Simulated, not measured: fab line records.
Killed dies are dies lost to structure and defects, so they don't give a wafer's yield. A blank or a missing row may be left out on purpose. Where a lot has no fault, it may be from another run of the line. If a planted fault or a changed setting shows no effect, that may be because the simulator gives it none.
8D (eight disciplines) problem report, filled in by code / flow berkeley cmos170 / the parts of the form that need people (team, actions taken, sign-off) are left out

## 1. THE ISSUE
At UCB170_PLDD_IMPLANT_09, beam energy keV averages 9.828 over 9 wafers from 3 lots, while fault-free wafers read 10.000, standard deviation 0.0031. Relative to the usual mean, that is a shift of -55 standard deviations.
Earliest sighting: wafer L767.4 on implanter-01 at day 9 09:09. The record holds 21 wafers of 7 lots with a number at this step. The rule behind "out" and "out of limits": a value lying over 4 standard deviations away from the usual mean. The rest of the wafers with a number are treated as sound.

## 2. WHAT IT IS, WHAT IT ISN'T
question=which readings at this step | is=beam energy keV | is not=-
question=which lots | is=L767, L768, L769 | is not=L760, L774, L777, L778
question=which wafers of those lots | is=all that have a number | is not=-
question=read on which tools | is=implanter-01 | is not=implanter-02, implanter-04
question=when | is=from day 9 09:09 | is not=up to then (3 sound wafers); but 9 sound wafers of L774, L777, L778 came after

## 3. SUSPECTS, AND WHAT RULES EACH OUT
Counting: a tool stays on the suspect list if, at a process step up to the reading, it processed all lots that are out and no sound lot following the first of them.
- implanter-01 at UCB170_PLDD_IMPLANT_09: kept. All lots that are out passed through it, beginning with L767 at day 9 09:09, and no sound lot followed; its final sound lot before that point was L760 at day 8 05:48. On those wafers its own readings are out: beam energy keV.
The count leaves implanter-01 at UCB170_PLDD_IMPLANT_09.

## 4. THE CAUSE (what the simulator had put in)
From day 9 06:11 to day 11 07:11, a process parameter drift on implanter-01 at UCB170_PLDD_IMPLANT_09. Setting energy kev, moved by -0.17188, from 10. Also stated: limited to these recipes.
This tool alone remained once counting was done.

## 5. THE EFFECT CHAIN, in route order
Rows list readings where the struck wafers' mean (over those with a number) sits beyond 3 standard deviations from the usual. Scope: only readings with a usual standard deviation given in the record; hours: median across lots of the time from each lot's start at the first step in this table that gives one to its start at this step; sigmas: change in usual standard deviations.
hours=0; step=UCB170_PLDD_IMPLANT_09; reading=beam energy keV; usual=10.000; on struck wafers=9.828; change=-0.172; sigmas=-55
The process steps in it:
- UCB170_PLDD_IMPLANT_09

## 6. WHAT WOULD HAVE CAUGHT IT SOONER
The fault began at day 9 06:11; the first out-of-limits reading in this record came at day 9 09:09, 3 hours later.
